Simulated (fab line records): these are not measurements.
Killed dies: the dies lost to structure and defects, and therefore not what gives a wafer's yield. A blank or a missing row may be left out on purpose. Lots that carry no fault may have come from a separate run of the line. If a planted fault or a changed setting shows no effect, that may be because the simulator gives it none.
Which tool is to blame? ; flow berkeley cmos170 ; 7 lots with 21 wafers sampled at 2 steps, on a route of 331 steps

== WHAT THE GAUGES SHOWED, per wafer ==
UCB170_NLDD_OVL_MEAS_07.
lot;measured;on;NLDD_OVL (nm)
L769;day 6 19:35;overlay-02;5 -1 3
L774;day 8 00:08;overlay-01;-4 -2 -3
L775;day 8 22:23;overlay-01;-12 -5 -3
L780;day 9 01:58;overlay-02;-2 -2 -1
L784;day 10 10:17;overlay-01;174 178 174
L786;day 10 10:01;overlay-02;173 178 179
L791;day 11 14:39;overlay-01;2 -1 6

== WHICH TOOL RAN EACH LOT (tool, then ch and the chambers of the sampled wafers, then the start) ==
lot;UCB170_NLDD_EXPOSE_03
L769;krf scanner-01 ch 0, day 6 18:43
L774;krf scanner-01 ch 0, day 7 22:43
L775;krf scanner-01 ch 0, day 8 21:43
L780;krf scanner-02 ch 0, day 9 01:16
L784;krf scanner-01 ch 0, day 10 09:20
L786;krf scanner-01 ch 0, day 10 08:58
L791;krf scanner-02 ch 0, day 11 13:29
- UCB170_NLDD_EXPOSE_03: exposes mask NSELECT, target cd 1200 nm.

== THE ANSWER, worked out from the rows above alone ==
Rule: the lots themselves supply what counts as usual. The widest of any qualifying gaps counts: lots, ordered by their means at a reading, are off when they make up no more than a third of the lots, leave a main group of 4 or more, and stand apart from it by 3 or more times the standard deviation of that group's means. A main group whose means are all the same, to the digits that the tables above print for the reading, isn't used. A lot without any number at a reading at which 4 lots or more have one is off too. The other lots that the step has rows for count as sound.
Off: at UCB170_NLDD_OVL_MEAS_07 (NLDD_OVL), L784, L786. Mean -1 nm and standard deviation 3.4 in the main group.
A tool fits if, at a process step before that reading, it ran every lot that is off, and no sound lot after the first of them. Gauges at UCB170_NLDD_OVL_MEAS_07: tried the same way as those tools. One fits: krf scanner-01 at UCB170_NLDD_EXPOSE_03. A fault onset in the window from L775 (day 8 21:43, its last sound lot) to L786 (day 10 08:58, its first lot off) fits.

== WHAT THE SIMULATOR PUT IN ==
Scanner matching overlay: krf scanner-01, from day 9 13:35 on, at UCB170_NLDD_EXPOSE_03. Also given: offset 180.
Struck lots among those shown: L786, L784. The rule given above showed the same thing.
